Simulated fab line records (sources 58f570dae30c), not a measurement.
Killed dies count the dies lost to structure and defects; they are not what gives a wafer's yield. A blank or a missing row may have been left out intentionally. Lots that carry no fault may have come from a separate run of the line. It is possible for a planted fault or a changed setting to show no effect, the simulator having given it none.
Struck lot and sound lot, side by side || flow berkeley_cmos170 || 14 steps out of a route of 331
Sound: the wafers L615.4, L615.5, L615.6. Wafers struck: L618.3, L618.5, L618.6. The cause is named last.
Per side, at each step with rows, come the tool, then ch with its chambers, and then its first start. Under that, the readings that differ: sound wafers || struck wafers || difference of the means || sigmas: that difference in standard deviations of wafers without a fault.
alike: readings with means less than 2 such deviations apart, plus words and numbers identical on both sides. not compared: withheld readings, readings lacking a value on some wafer, bounds such as >300 that could conceal the same value, and numbers that have no deviation in the record and whose values overlap.
A row with sigmas, a row that says differs or no value, or rows on one side alone: a step with any of these is where the two part. Numbers that have no deviation but don't overlap get no sigmas and don't part them. Lack of a reading on every wafer of one side parts them only where that side has two or more wafers.

first, 2 steps without rows for these wafers: UCB170_NLDD_IMPLANT_08; UCB170_NLDD_IMPLANT_09.
UCB170_NLDD_STRIP_10: strips in O2.
  sound on plasma_asher-03 ch 0,1, day 7 14:47; struck on plasma_asher-03 ch 0,1, day 8 08:31
  alike: drypump_motor_current_A, oes_product_au, strip_time_to_endpoint_s
  not compared: rf_hours_counter_h
UCB170_NLDD_TW_MEAS_11:
  sound on film_metro-02 at day 7 14:52; struck on film_metro-02 at day 8 08:36
  alike: NLDD_TW
then, 1 step without rows for these wafers: UCB170_NLDD_CLEAN_12 (cleans in SPM, time 600 s).
UCB170_SPACER_CVD_00: deposits SiO2 from TEOS/O2, target thk 376 nm, time 47 s.
  sound on pecvd-01 ch 0,1,2, day 7 15:06; struck on pecvd-03 ch 0,1, day 8 08:50
  alike: heater_power_w
UCB170_SPACER_THK_MEAS_01:
  sound on film_metro-01 at day 7 15:09; struck on film_metro-01 at day 8 08:53
  alike: SPACER_TEOS_THK
then, 1 step without rows for these wafers: UCB170_SPACER_ANNEAL_02 (time 1800 s).
UCB170_SPACER_ETCHBACK_03: etches SiO2 in CHF3/CF4/Ar, stops on Si, target depth 376 nm, time 100 s.
  sound on rie_diel-01 ch 0,1,3, day 7 23:30; struck on rie_diel-02 ch 1,2,3, day 8 11:07
  alike: cf4_flow_sccm, drypump_motor_current_A, oes_product_au, throttle_valve_pct
  not compared: rf_hours_counter_h
then, 3 steps without rows for these wafers: UCB170_PSD_HMDS_00 (prime time 60 s); UCB170_PSD_COAT_01 (resist thk 900 nm); UCB170_PSD_SOFTBAKE_02 (time 60 s).
UCB170_PSD_EXPOSE_03: exposes mask PSELECT MOD, target cd 1200 nm.
  sound on krf_scanner-01 ch 0, day 8 00:56; struck on krf_scanner-02, day 8 12:17
  no value came back on the struck wafers for exposure_dose_mJ_cm2, focus_offset_nm (nm), na; on the sound wafers exposure_dose_mJ_cm2 reads 30.02 30.02 30.04
  alike: mask
then, 1 step without rows for these wafers: UCB170_PSD_PEB_04.

WHERE THEY PART
Only at UCB170_PSD_EXPOSE_03, as far as this record shows.

WHY: the cause the simulator had injected
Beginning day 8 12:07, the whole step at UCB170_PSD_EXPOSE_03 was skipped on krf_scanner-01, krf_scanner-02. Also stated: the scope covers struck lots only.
